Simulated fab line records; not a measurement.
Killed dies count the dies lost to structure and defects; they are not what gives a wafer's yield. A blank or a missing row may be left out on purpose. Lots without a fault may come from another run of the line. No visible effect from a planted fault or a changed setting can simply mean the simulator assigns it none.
Which tool is to blame? | flow rit cmos | Sampling: 14 lots, 42 wafers, 2 of 202 route steps

## WHAT THE GAUGES SHOWED, per wafer
No reading from a measuring or inspecting step in the record can be judged against a usual standard deviation.

## EACH LOT AND THE TOOL THAT RAN IT (in order: tool; ch and the chambers of the sampled wafers; start)
lot  | RIT_PRETRO_IMPLANT_08          | RIT_M1_PROBE_99
L568 | implanter-01 ch 0, day 2 07:40 | prober-01, day 3 12:04
L569 | implanter-03 ch 0, day 2 12:36 | prober-02, day 3 13:59
L573 | implanter-02 ch 0, day 3 09:32 | prober-02, day 4 11:43
L574 | implanter-03 ch 0, day 3 12:58 | prober-01, day 4 14:02
L578 | implanter-01 ch 0, day 4 08:42 | prober-01, day 5 11:22
L579 | implanter-01 ch 0, day 4 13:47 | prober-02, day 5 16:51
L580 | implanter-03 ch 0, day 4 19:04 | prober-01, day 5 20:18
L581 | implanter-03 ch 0, day 5 00:34 | prober-02, day 6 02:46
L582 | implanter-03 ch 0, day 5 05:29 | prober-01, day 6 07:49
L587 | implanter-03 ch 0, day 6 05:55 | prober-02, day 7 09:24
L588 | implanter-03 ch 0, day 6 11:07 | prober-01, day 7 14:26
L589 | implanter-01 ch 0, day 6 16:36 | prober-02, day 7 18:51
L590 | implanter-01 ch 0, day 6 20:47 | prober-01, day 8 00:50
L591 | implanter-01 ch 0, day 7 02:03 | prober-02, day 8 03:31
- RIT_PRETRO_IMPLANT_08
- RIT_M1_PROBE_99

## WHAT THE TOOLS THEMSELVES READ (means of the sampled wafers that have a number; where no wafer has one, the mark that the record gives instead)
RIT_PRETRO_IMPLANT_08.
lot  | tool         | tilt deg (degrees)
L568 | implanter-01 | 6.987
L569 | implanter-03 | 7.009
L573 | implanter-02 | 6.989
L574 | implanter-03 | 6.972
L578 | implanter-01 | 6.979
L579 | implanter-01 | 7.019
L580 | implanter-03 | 7.005
L581 | implanter-03 | 7.025
L582 | implanter-03 | 6.994
L587 | implanter-03 | 6.055
L588 | implanter-03 | 6.120
L589 | implanter-01 | 6.987
L590 | implanter-01 | 6.992
L591 | implanter-01 | 6.958

RIT_M1_PROBE_99.
lot  | tool      | killed at contacts | killed at front end | killed dies | killed on rim | killed open | killed short
L568 | prober-01 | 0.0                | 3.7                 | 3.7         | 0.3           | 1.3         | 2.3
L569 | prober-02 | 0.0                | 6.7                 | 6.7         | 0.7           | 3.0         | 3.7
L573 | prober-02 | 0.0                | 8.0                 | 8.0         | 2.7           | 4.7         | 3.3
L574 | prober-01 | 0.0                | 4.3                 | 4.3         | 1.0           | 1.7         | 2.7
L578 | prober-01 | 0.0                | 9.0                 | 9.0         | 2.3           | 3.7         | 5.3
L579 | prober-02 | 0.0                | 5.7                 | 5.7         | 1.0           | 2.0         | 3.7
L580 | prober-01 | 0.3                | 6.0                 | 6.3         | 1.0           | 3.3         | 3.0
L581 | prober-02 | 0.0                | 6.0                 | 6.0         | 0.7           | 3.0         | 3.0
L582 | prober-01 | 0.0                | 6.7                 | 6.7         | 1.0           | 3.7         | 3.0
L587 | prober-02 | 0.0                | 7.7                 | 7.7         | 1.0           | 5.0         | 2.7
L588 | prober-01 | 0.0                | 4.0                 | 4.0         | 2.0           | 2.7         | 1.3
L589 | prober-02 | 0.0                | 6.7                 | 6.7         | 2.3           | 3.7         | 3.0
L590 | prober-01 | 0.0                | 5.3                 | 5.3         | 0.7           | 2.7         | 2.7
L591 | prober-02 | 0.3                | 9.0                 | 9.3         | 2.0           | 3.7         | 5.7

## THE ANSWER, worked out from the rows above alone
Rule: the usual values come from the lots themselves. The widest of any qualifying gaps counts: lots, ordered by their means at a reading, are off when they make up no more than a third of the lots, leave a main group of 4 or more, and stand apart from it by 3 or more times the standard deviation of that group's means. A main group whose means are all the same, to the digits that the tables above print for the reading, isn't used. A lot without any number at a reading at which 4 lots or more have one is off too. Where the step has rows for the other lots, those lots are counted as sound. First the gauges in route order, then the tools' own readings, where a lot's mean is used as printed above. The first step at which some lot is off is used, and at that step the reading that is off furthest; a lot without a number counts as furthest.
Off: L587, L588 (RIT_PRETRO_IMPLANT_08, tilt deg). The main group: mean 6.993 degrees, standard deviation 0.018.
If a tool, at that step or one of the process steps before it, ran each lot that is off and ran no sound lot following the first of them, it fits. One fits: RIT_PRETRO_IMPLANT_08 on implanter-03. Its last sound lot is L582 (day 5 05:29), its first lot that is off L587 (day 6 05:55): a fault that began between those two fits.
The tool's own readings at RIT_PRETRO_IMPLANT_08 bear it out: on the lots that are off they differ by more than 5 times the standard deviation of the sound lots' means. tilt deg reads 6.088 degrees there against 6.993 degrees on the sound lots.

## WHAT WAS PUT IN BY THE SIMULATOR
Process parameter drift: implanter-03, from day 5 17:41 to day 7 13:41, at RIT_PRETRO_IMPLANT_08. Setting tilt deg, moved by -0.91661, from 7. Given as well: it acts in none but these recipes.
Struck lots among those shown: L587, L588. Same finding as the rule above.
